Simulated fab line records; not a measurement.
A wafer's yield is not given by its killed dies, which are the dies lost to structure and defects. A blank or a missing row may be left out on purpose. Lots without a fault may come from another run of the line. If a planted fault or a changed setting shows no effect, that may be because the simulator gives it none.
Struck lot and sound lot, side by side :: flow berkeleyCmos170 :: 15 steps out of a route of 331
Sound: these wafers, L750.2, L750.4, L750.6. Struck: wafers L767.4, L767.6 (left out: L767.5, a lot-mate that was not struck); the cause follows at the end.
Order at every step that has rows: each side's tool, ch and its chambers, its first start. Under that, the readings that differ: sound wafers :: struck wafers :: difference of the means :: sigmas: that difference in standard deviations of wafers without a fault.
alike: readings with means less than 2 such deviations apart, plus words and numbers identical on both sides. not compared: withheld readings, readings lacking a value on some wafer, bounds such as >300 that could conceal the same value, and numbers that have no deviation in the record and whose values overlap.
Wherever a step has rows on one side only, a row that says differs or no value, or a row with sigmas, the two part there. Numbers that have no deviation but don't overlap get no sigmas and don't part them. A reading that every wafer of one side lacks parts them only if that side has two wafers or more.

first, 1 step without rows for these wafers: UCB170_M2_SOFTBAKE_06 (time 60 s).
UCB170_M2_STRIP_07: strips in O2.
  sound on plasmaAsher-02 ch 0,1, day 9 11:41; struck on plasmaAsher-02 ch 0, day 12 21:41
reading: stripTimeToEndpointS (s)
sound: 22.04 22.01 21.98
struck: 21.87 21.86
difference: -0.14
sigmas: -3
  alike: drypumpMotorCurrentA, oesProductAu
  not compared: rfHoursCounterH
then, 7 steps without rows for these wafers: UCB170_M2_STRIP_08 (strips KrF in DMSO, time 600 s); UCB170_M2_COAT_09; UCB170_M2_COAT_10 (resist thk 900 nm); UCB170_M2_SOFTBAKE_11 (time 60 s); UCB170_M2_EXPOSE_12 (exposes mask METAL2, target cd 700 nm); UCB170_M2_PEB_13; UCB170_M2_DEVELOP_14 (develop time 45 s).
UCB170_M2_CD_MEAS_15: the cd target is 700 nm.
  sound: cdSem-02 at day 9 13:16; struck: cdSem-02 at day 12 22:57
  alike: cdNm
UCB170_M2_OVL_MEAS_16:
  sound: overlay-02 at day 9 13:23; struck: overlay-02 at day 12 23:02
  alike: M2_OVL
UCB170_M2_ETCH_17: etches BARC in N2/H2.
  sound on rieDiel-02 ch 1,3, day 9 13:25; struck on rieDiel-02 ch 1,2, day 12 23:03
  alike: chamberPressureMTorr, drypumpMotorCurrentA, oesProductAu, throttleValvePct
UCB170_M2_METAL_ETCH_18: etches Al in Cl2/BCl3, stops on SiO2, target depth 1170 nm, time 195 s.
  sound on rieMetal-02 ch 0, day 9 13:27; struck on rieMetal-02 ch 0, day 12 23:10
reading: chamberPressureMTorr (mTorr)
sound: 12.004 11.982 11.993
struck: 5.996 6.004
difference: -5.993
sigmas: -99 or more

reading: model.KrF_of_M2_COAT_10.thkNm (nm)
sound: 224.8 225.5 226.3
struck: 249.9 249.6
difference: +24.2
sigmas: 

reading: model.SiO2_of_V1_CVD_00.thkNm (nm)
sound: 939.8 941 940.4
struck: 928.8 928.4
difference: -11.8
sigmas: 
  alike: drypumpMotorCurrentA, mfcCl2Sccm, oesProductAu, throttleValvePct
  not compared: rfHoursCounterH
UCB170_M2_STRIP_19: strips in O2.
  sound on plasmaAsher-03 ch 0, day 9 13:38; struck on plasmaAsher-03 ch 1, day 12 23:19
  alike: drypumpMotorCurrentA, oesProductAu
  not compared: rfHoursCounterH
UCB170_M3_PROBE_99:
  the record holds rows for the sound wafers here (prober-02, day 9 20:04) but none for the struck ones

WHERE THEY PART
At UCB170_M2_STRIP_07 first; at UCB170_M3_PROBE_99 last (within this record only).

WHY: the cause the simulator had injected
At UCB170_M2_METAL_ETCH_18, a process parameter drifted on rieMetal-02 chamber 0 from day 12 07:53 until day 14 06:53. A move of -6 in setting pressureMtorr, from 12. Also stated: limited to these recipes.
